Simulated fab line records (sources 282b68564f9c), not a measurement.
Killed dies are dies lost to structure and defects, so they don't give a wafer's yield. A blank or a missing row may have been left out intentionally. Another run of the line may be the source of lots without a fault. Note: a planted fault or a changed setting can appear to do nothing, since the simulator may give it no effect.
Which tool did it? ; flow rit-cmos ; Sampling: 14 lots, 42 wafers, 2 of 202 route steps

== WHAT THE GAUGES SHOWED, per wafer ==
RIT_NLDD_OVL_MEAS_06.
lot;measured;on;NLDD_OVL (nm)
L952;day 2 19:35;overlay-01;-2.1 -1.6 -0.3
L953;day 2 22:53;overlay-02;-0.9 -0.2 -0.2
L954;day 3 02:49;overlay-01;-1.6 -0.3 -3.1
L956;day 3 17:38;overlay-02;-0.2 0.3 -0.8
L957;day 3 20:24;overlay-02;0.4 -0.2 0.0
L958;day 4 01:23;overlay-01;-1.7 -1.0 -2.0
L959;day 4 05:14;overlay-01;-1.4 -0.8 -1.4
L960;day 4 15:16;overlay-01;-0.8 -0.6 -1.2
L963;day 5 06:42;overlay-02;0.3 -0.6 1.3
L965;day 5 11:57;overlay-01;-0.1 1.2 -0.5
L969;day 6 09:16;overlay-01;0.0 -2.2 -0.7
L972;day 6 21:59;overlay-02;0.4 -0.8 0.0
L973;day 7 02:29;overlay-02;2.2 2.6 2.0
L975;day 7 12:38;overlay-01;0.3 -1.0 -2.6

RIT_SDANNEAL_RS_MEAS_06: measurement is done with a four-point probe.
lot;measured;on;PLDD_RS (ohm/sq)
L952;day 3 03:44;film-metro-01;177.9 177.2 177.8
L953;day 3 06:53;film-metro-04;178.7 178.6 178.3
L954;day 3 11:11;film-metro-02;177.4 178.2 177.8
L956;day 4 01:53;film-metro-02;178.0 177.6 178.1
L957;day 4 04:47;film-metro-01;178.4 177.6 177.8
L958;day 4 09:58;film-metro-04;178.1 177.3 177.5
L959;day 4 13:35;film-metro-02;177.7 177.5 178.0
L960;day 5 00:14;film-metro-01;178.3 178.1 178.8
L963;day 5 16:04;film-metro-02;177.2 177.5 177.4
L965;day 5 20:13;film-metro-01;177.7 177.8 177.8
L969;day 6 17:39;film-metro-01;178.0 177.0 177.9
L972;day 7 06:04;film-metro-02;177.7 177.5 177.9
L973;day 7 10:54;film-metro-04;177.4 177.7 178.5
L975;day 7 20:46;film-metro-01;177.4 177.4 177.4

== WHAT TOOL EACH LOT RAN ON (gives the tool, then ch and the chambers of the sampled wafers, and finally the start) ==
Before these readings, the record contains no process step.

== AS READ BY THE TOOLS THEMSELVES (means over the sampled wafers that have a number; for cases with no such wafer, the mark the record gives instead) ==
The record holds no such reading with a usual standard deviation.

== THE ANSWER, worked out from the rows above alone ==
Rule: what is usual is taken from the lots themselves. Put in order of their means at a reading, lots are off if they are a third of the lots or fewer, leave a main group of 4 or more, and stand apart from it by a gap of 3 or more times the standard deviation of the main group's means; of several such gaps the widest counts. The tables above print the reading to a certain number of digits; a main group whose means all agree to those digits is not used. Also off: a lot with no number at a reading for which 4 or more lots have one. All remaining lots with rows at the step are treated as sound. First the gauges in route order, then the tools' own readings, where a lot's mean is used as printed above. At the first step where some lot is off, the reading lying furthest off is the one used; lots without a number count as furthest.
No lot is off on any of the readings shown, so nothing can be concluded from this.

== WHAT HAD BEEN PUT IN BY THE SIMULATOR ==
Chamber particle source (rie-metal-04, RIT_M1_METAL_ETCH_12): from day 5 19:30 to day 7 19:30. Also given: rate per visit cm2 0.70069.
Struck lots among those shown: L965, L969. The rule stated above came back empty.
